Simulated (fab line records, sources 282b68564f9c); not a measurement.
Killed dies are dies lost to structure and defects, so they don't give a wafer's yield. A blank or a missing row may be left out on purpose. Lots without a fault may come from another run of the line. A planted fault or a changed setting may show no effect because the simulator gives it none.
fab line records | flow rit_cmos
record lots=6 wafers=18 last_day=7
route steps=202 shown GATE@75 FOX2@80 M1@202
lots that met no fault: from a run of the same line without faults
start_h: hours from the record's first day to the start of the lot's first wafer shown | wait_h: hours since the lot's step before | " the same as in the row above | L1.1+2: a row that stands for several wafers | - no value, or no start given | * or withheld: withheld | < > ~ a bound
route shown NAME@n: a module of which the file shows steps, and the number in the route of the first | usual: mean/standard deviation of fault-free wafers | same: alike in all rows | chamber/n: place in a boat | sites: the reading at each site | _std_site: their standard deviation | _edge_site: outer sites' mean less inner sites' | radius_mm: how far each site lies from the wafer's centre | mask NAME#n: copy n | behind: the tool/chamber that last shaped the wafer | hold: why the lot was held/for how many hours/how that ended | device: the transistor (n, p or np) that didn't switch | end of line: the same wafers' tests at the end of the route | a step without rows: its recipe alone | killed: dies lost to structure and defects at the first sort, not the wafer's yield | map: a wafer's dies, x killed, . not, _ none there
set.NAME: the setting as run; set.NAME@STEP: as run at that earlier step | model.NAME: the simulator's own value behind a step, which no gauge read
lots at some steps of the route; a table a step, a row a wafer
services: from which hour (start_h, from the record's first day; less than 0 if before it) a tool's chamber was out of use, for how many hours, and why
## steps
# step RIT_GATE_WET_ETCH_00
# recipe chemistry=BOE target=SiO2 target_depth_nm=56 time_s=60 dry=n2_spin dilution=10:1 temp_c=21.5
# step RIT_GATE_CLEAN_01
# recipe chemistry=SC1 mix=3:3:50 time_s=600 temp_c=75
# step RIT_GATE_CLEAN_02
# recipe chemistry=dHF dilution=50:1 time_s=30
# step RIT_GATE_CLEAN_03
# recipe chemistry=SC2 mix=3:3:50 time_s=600 temp_c=75 dry=n2_spin
# step RIT_GATE_CLEAN_04
# recipe chemistry=dHF dilution=50:1 time_s=60 dry=n2_spin
# step RIT_FOX2_THK_MEAS_91
# recipe reads=SiO2_of_FOX2_OXIDATION_00
# usual FIELD_OXIDE_LEFT_2_THK=258/5.6
# columns lot.wafer tool chamber start_h wait_h FIELD_OXIDE_LEFT_2_THK[nm]
L807.1 film_metro-03 - 47.31 0.0 263
L807.3 " - " " 260
L807.5 " - " " 264
L813.1 film_metro-03 - 77.33 0.0 256
L813.3 " - " " 248
L813.4 " - " " 252
L821.2 film_metro-03 - 115.76 0.0 267
L821.5 " - " " 266
L821.6 " - " " 264
L823.1 film_metro-04 - 124.06 0.0 258
L823.2 " - " " 261
L823.5 " - " " 262
L824.3 film_metro-03 - 129.06 0.0 257
L824.5 " - " " 254
L824.6 " - " " 258
L826.1 film_metro-03 - 138.81 0.0 263
L826.2 " - " " 257
L826.5 " - " " 259
# step RIT_GATE_OXIDATION_05
# recipe temp_c=900 ambient=O2 target_thk_a=30 ox_time_s=270
# step RIT_GATE_ANNEAL_06
# recipe temp_c=900 time_s=600 ambient=N2O
# step RIT_GATE_THK_MEAS_07
# recipe reads=SiO2_of_GATE_OXIDATION_05
# usual GATE_OXIDE_THK=3.02/0.074
# columns lot.wafer tool chamber start_h wait_h GATE_OXIDE_THK[nm]
L807.1 film_metro-02 - 49.49 0.0 3.09
L807.3 " - " " 3.05
L807.5 " - " " 3.04
L813.1 film_metro-02 - 81.50 0.0 2.98
L813.3 " - " " 2.99
L813.4 " - " " 3.03
L821.2 film_metro-03 - 117.41 0.0 3.05
L821.5 " - " " 3.01
L821.6 " - " " 3.07
L823.1 film_metro-02 - 126.14 0.0 3.03
L823.2 " - " " 2.92
L823.5 " - " " 2.95
L824.3 film_metro-04 - 135.07 0.0 3.00
L824.5 " - " " 2.97
L824.6 " - " " 3.05
L826.1 film_metro-02 - 140.51 0.0 2.92
L826.2 " - " " 3.02
L826.5 " - " " 2.98
# step RIT_GATE_CVD_08
# recipe material=poly-Si target_thk_nm=250 temp_c=610 precursor=SiH4 time_s=2220 pressure_mtorr=300 sih4_flow_sccm=100
# step RIT_GATE_THK_MEAS_09
# recipe reads=poly-Si_of_GATE_CVD_08
# usual GATE_POLY_THK=251.8/2.1
# columns lot.wafer tool chamber start_h wait_h GATE_POLY_THK[nm]
L807.1 film_metro-02 - 51.17 0.0 255.1
L807.3 " - " " 254.7
L807.5 " - " " 255.4
L813.1 film_metro-03 - 83.18 0.0 249.7
L813.3 " - " " 250.4
L813.4 " - " " 250.8
L821.2 film_metro-04 - 119.09 0.0 249.4
L821.5 " - " " 252.1
L821.6 " - " " 250.4
L823.1 film_metro-03 - 127.82 0.0 251.2
L823.2 " - " " 251.4
L823.5 " - " " 250.4
L824.3 film_metro-03 - 136.75 0.0 254.7
L824.5 " - " " 253.3
L824.6 " - " " 253.3
L826.1 film_metro-03 - 142.19 0.0 253.2
L826.2 " - " " 253.0
L826.5 " - " " 253.1
# step RIT_GATE_HMDS_10
# recipe prime_time_s=60 prime_temp_c=140
# step RIT_GATE_COAT_11
# recipe resist=NOVOLAK spin_rpm=4250 resist_thk_nm=850
# columns lot.wafer tool chamber start_h wait_h model.NOVOLAK_of_GATE_COAT_11.thk_nm
L807.1 litho_track-04 0 51.38 0.1 850.4
L807.3 " 0 " " 848.3
L807.5 " 0 " " 850.8
L813.1 litho_track-01 0 83.39 0.1 848.7
L813.3 " 0 " " 851.9
L813.4 " 0 " " 850.7
L821.2+5 litho_track-01 0 119.31 0.1 859.9
L821.6 " 0 " " 862.1
L823.1 litho_track-01 0 128.03 0.1 864.9
L823.2 " 0 " " 864.3
L823.5 " 0 " " 865.7
L824.3 litho_track-03 0 136.99 0.1 851.3
L824.5 " 0 " " 848
L824.6 " 0 " " 850.4
L826.1 litho_track-03 0 142.40 0.1 849.9
L826.2 " 0 " " 850.5
L826.5 " 0 " " 847.8
# step RIT_GATE_SOFTBAKE_12
# recipe resist=NOVOLAK temp_c=90 time_s=60
# step RIT_GATE_EXPOSE_13
# recipe mask_id=M6 na=0.6 source_shape=conventional sigma_outer=0.6 target_cd_nm=150 dose_mj=380
# step RIT_GATE_PEB_14
# recipe resist=NOVOLAK temp_c=withheld time_s=withheld
# step RIT_GATE_DEVELOP_15
# recipe resist=NOVOLAK develop_time_s=50 dev_temp_c=23
# step RIT_GATE_CD_MEAS_16
# recipe target_cd_nm=150
# usual cd_nm=149.3/2.1
# columns lot.wafer tool chamber start_h wait_h cd_nm
L807.1 cd_sem-01 - 52.11 - 149.7
L807.3 " - " " 149.8
L807.5 " - " " 147.8
L813.1 cd_sem-01 - 84.13 - 147.2
L813.3 " - " " 147.3
L813.4 " - " " 148.6
L821.2 cd_sem-02 - 120.13 - 151.5
L821.5 " - " " 153.5
L821.6 " - " " 154.1
L823.1 cd_sem-01 - 128.85 - 153.4
L823.2 " - " " 152.3
L823.5 " - " " 153.2
L824.3 cd_sem-01 - 137.68 - 148.6
L824.5 " - " " 148.9
L824.6 " - " " 148.3
L826.1 cd_sem-01 - 143.10 - 147.1
L826.2 " - " " 148.6
L826.5 " - " " 148.8
# step RIT_GATE_OVL_MEAS_17
# usual GATE_OVL=1.0/1.4
# columns lot.wafer tool chamber start_h wait_h GATE_OVL[nm]
L807.1 overlay-01 - 52.23 0.1 -3.1
L807.3 " - " " -1.6
L807.5 " - " " -1.8
L813.1 overlay-01 - 84.25 0.1 0.1
L813.3 " - " " 2.2
L813.4 " - " " -0.2
L821.2 overlay-02 - 120.24 0.1 0.9
L821.5 " - " " 3.7
L821.6 " - " " 2.4
L823.1 overlay-02 - 128.97 0.1 -0.6
L823.2 " - " " -3.0
L823.5 " - " " -1.0
L824.3 overlay-01 - 137.77 0.1 2.7
L824.5 " - " " 0.2
L824.6 " - " " 1.4
L826.1 overlay-01 - 143.22 0.1 1.7
L826.2 " - " " 2.2
L826.5 " - " " 0.9
# step RIT_GATE_HARDBAKE_18
# recipe resist=NOVOLAK temp_c=140 time_s=60
# step RIT_GATE_ETCH_19
# recipe chemistry=SF6/CHF3/O2 time_s=165 SF6_flow_sccm=30 CHF3_flow_sccm=30 O2_flow_sccm=5 target=poly-Si pressure_mtorr=40 rf_w=160 target_depth_a=3125 over_etch_frac=0.25 stop_on=SiO2
# usual drypump_motor_current_A=5.5/0.34 oes_product_au=0.851/0.017 throttle_valve_pct=10.25/0.15
# columns lot.wafer tool chamber start_h wait_h drypump_motor_current_A oes_product_au rf_hours_counter_h throttle_valve_pct model.NOVOLAK_of_GATE_COAT_11.thk_nm
L807.1 rie_si-01 0 52.42 0.1 5.2 0.847 2 10.32 672.4
L807.3 " 2 " " 5.7 0.823 61 9.92 668.2
L807.5 " 3 " " 6.0 0.840 - 10.12 671.2
L813.1 rie_si-01 0 84.55 0.1 5.2 0.842 2 10.32 671.3
L813.3 " 2 " " 5.7 0.823 61 9.95 670.5
L813.4 " 1 " " 5.0 0.848 117 10.38 670.8
L821.2 rie_si-02 3 120.42 0.1 5.6 0.840 37 10.27 679.6
L821.5 " 2 " " 5.2 0.881 - 10.17 677.5
L821.6 " 1 " " 5.8 0.872 - 10.29 678
L823.1 rie_si-02 2 129.16 0.1 5.2 0.862 2 10.19 681.7
L823.2 " 1 " " 5.8 0.875 101 10.31 680.5
L823.5 " 0 " " 5.2 0.840 - 10.47 681.4
L824.3 rie_si-01 3 137.94 0.1 6.0 0.843 80 10.11 671.6
L824.5 " 3 " " 5.9 0.836 - 10.10 668.8
L824.6 " 2 " " 5.7 0.833 - 9.94 670.6
L826.1 rie_si-01 0 143.41 0.1 5.2 0.850 3 10.32 672.1
L826.2 " 2 " " 5.8 0.826 62 9.94 670
L826.5 " 1 " " 5.0 0.857 - 10.41 668.4
# step RIT_GATE_STRIP_20
# recipe chemistry=O2 time_s=180 resist=NOVOLAK platen_temp_c=withheld power_w=500 pressure_mtorr=4000 o2_flow_sccm=4000
# usual drypump_motor_current_A=5.7/0.38 rf_refl_power_W=5.9/2.1
# columns lot.wafer tool chamber start_h wait_h drypump_motor_current_A rf_hours_counter_h rf_refl_power_W
L807.1 plasma_asher-03 0 52.53 0.1 5.5 25 4.2
L807.3 " 0 " " 5.5 - 4.2
L807.5 " 0 " " 5.5 - 4.3
L813.1 plasma_asher-01 0 84.66 0.1 5.9 45 4.0
L813.3 " 1 " " 5.4 - 7.4
L813.4 " 0 " " 5.9 - 4.1
L821.2 plasma_asher-03 1 120.53 0.1 5.4 33 4.3
L821.5 " 1 " " 5.4 - 4.6
L821.6 " 0 " " 5.5 - 4.3
L823.1 plasma_asher-04 1 129.27 0.1 6.5 1 9.8
L823.2 " 0 " " 5.4 1 5.5
L823.5 " 0 " " 5.5 - 5.5
L824.3 plasma_asher-01 1 138.11 0.1 5.4 - 6.9
L824.5 " 1 " " 5.4 - 7.3
L824.6 " 0 " " 5.9 - 4.0
L826.1 plasma_asher-01 1 143.51 0.1 5.4 52 7.0
L826.2 " 0 " " 5.9 52 4.1
L826.5 " 1 " " 5.4 - 7.0
# step RIT_M1_PROBE_99
# usual killed_at_front_end=6.8/2.7 killed_dies=6.8/2.7 killed_open=3.4/1.8 killed_short=3.5/1.7
# same gross_dies=264 killed_at_M0_to_M3=0 killed_at_M4_up=0 killed_at_back_side=0 killed_at_contacts=0 killed_at_other=0
# columns lot.wafer tool chamber start_h wait_h killed_at_front_end killed_dies killed_open killed_short
L807.1 prober-01 - 73.15 0.1 8 8 4 4
L807.3 prober-01 - 73.25 0.2 4 4 2 2
L807.5 prober-01 - 73.35 0.2 6 6 3 3
L813.1 prober-01 - 127.60 0.4 8 8 3 5
L813.3 prober-01 - 127.70 0.5 3 3 2 1
L813.4 prober-01 - 127.75 0.5 6 6 3 3
L821.2 prober-01 - 142.15 0.1 1 1 0 1
L821.5 prober-01 - 142.30 0.2 5 5 1 4
L821.6 prober-01 - 142.35 0.2 5 5 2 3
L823.1 prober-01 - 150.18 0.1 5 5 1 4
L823.2 prober-01 - 150.23 0.1 6 6 3 3
L823.5 prober-01 - 150.38 0.2 7 7 5 2
L824.3 prober-02 - 157.69 0.2 8 8 3 5
L824.5 prober-02 - 157.79 0.2 5 5 1 4
L824.6 prober-02 - 157.84 0.2 11 11 5 6
L826.1 prober-02 - 165.93 0.1 8 8 4 4
L826.2 prober-02 - 165.98 0.1 7 7 1 6
L826.5 prober-02 - 166.13 0.2 3 3 2 1
# killed by level:class
L807.1 FOX1:geometric_particle:short=2 GATE:geometric_particle:open=2 SPACER:geometric_particle:short=2 FOX2:geometric_particle:open=1 REOX:geometric_particle:open=1
L807.3 FOX1:geometric_particle:open=1 FOX1:geometric_particle:short=1 REOX:geometric_particle:open=1 SPACER:geometric_particle:short=1
L807.5 GATE:geometric_particle:open=2 FOX1:geometric_particle:short=1 GATE:geometric_particle:short=1 SPACER:geometric_particle:open=1 SILICIDE:geometric_particle:short=1
L813.1 FOX2:geometric_particle:short=2 GATE:geometric_particle:short=2 GATE:geometric_particle:open=1 REOX:geometric_particle:open=1 SPACER:geometric_particle:short=1 SILICIDE:geometric_particle:open=1
L813.3 GATE:geometric_particle:open=1 GATE:geometric_particle:short=1 REOX:geometric_particle:open=1
L813.4 GATE:geometric_particle:short=2 SILICIDE:geometric_particle:open=2 FOX2:geometric_particle:short=1 GATE:geometric_particle:open=1
L821.2 SPACER:geometric_particle:short=1
L821.5 GATE:geometric_particle:short=3 GATE:geometric_particle:open=1 SILICIDE:geometric_particle:short=1
L821.6 GATE:geometric_particle:open=2 GATE:geometric_particle:short=1 REOX:geometric_particle:short=1 SILICIDE:geometric_particle:short=1
L823.1 FOX1:geometric_particle:short=2 FOX1:geometric_particle:open=1 GATE:geometric_particle:short=1 REOX:geometric_particle:short=1
L823.2 FOX1:geometric_particle:open=2 SILICIDE:geometric_particle:short=2 FOX2:geometric_particle:short=1 REOX:geometric_particle:open=1
L823.5 SPACER:geometric_particle:open=2 SILICIDE:geometric_particle:open=2 FOX1:geometric_particle:open=1 FOX1:geometric_particle:short=1 SILICIDE:geometric_particle:short=1
L824.3 GATE:geometric_particle:open=2 SILICIDE:geometric_particle:short=2 FOX1:geometric_particle:short=1 GATE:geometric_particle:short=1 SPACER:geometric_particle:open=1 REOX:geometric_particle:short=1
L824.5 GATE:geometric_particle:short=2 GATE:geometric_particle:open=1 REOX:geometric_particle:short=1 SPACER:geometric_particle:short=1
L824.6 FOX2:geometric_particle:short=2 SILICIDE:geometric_particle:open=2 SILICIDE:geometric_particle:short=2 FOX1:geometric_particle:short=1 FOX1:geometric_particle:open=1 GATE:geometric_particle:open=1 GATE:geometric_particle:short=1 SPACER:geometric_particle:open=1
L826.1 GATE:geometric_particle:open=3 REOX:geometric_particle:short=2 FOX1:geometric_particle:short=1 SILICIDE:geometric_particle:short=1 SILICIDE:geometric_particle:open=1
L826.2 FOX2:geometric_particle:short=4 GATE:geometric_particle:short=1 SILICIDE:geometric_particle:short=1 SILICIDE:geometric_particle:open=1
L826.5 REOX:geometric_particle:open=2 REOX:geometric_particle:short=1
## services
# columns tool chamber start_h hours kind
plasma_asher-04 - 78.79 21.3 repair
rie_si-02 - 100.68 10.0 pm
plasma_asher-04 - 108.75 9.0 pm
plasma_asher-04 0 108.75 9.0 vent_cycle
plasma_asher-04 1 108.75 9.0 vent_cycle
plasma_asher-04 0 117.75 - clean
plasma_asher-04 1 117.75 - clean
## key
first_sign step=RIT_GATE_CD_MEAS_16 reading=cd_nm direction=up sigmas=1.7 usual=149.3 struck=153.0
effect none on later readings
model_effect step=RIT_GATE_COAT_11 value=NOVOLAK_of_GATE_COAT_11.thk_nm without=848.9 struck=862.8
model_effect step=RIT_GATE_ETCH_19 value=NOVOLAK_of_GATE_COAT_11.thk_nm without=667.6 struck=679.8
met_at RIT_GATE_COAT_11
struck_wafers L821.2,L821.5,L821.6,L823.1,L823.2,L823.5
tester_left_out L821,L823
onset_between 83.39 119.31
fault kind=process_parameter_drift tool=litho_track-01 chamber=- onset_h=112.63 steps=RIT_GATE_COAT_11 channel=resist_thk_nm offset=13.931 shape=step end_h=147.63 acts_in=these_recipes_only stated=850
# tester_left_out: of these lots the tester's yield and bins aren't shown, on N5 and GAA mostly nor the transistor test; their killed dies are dies lost to structure and defects alone, not to doping, threshold or leakage, so they don't give the yield
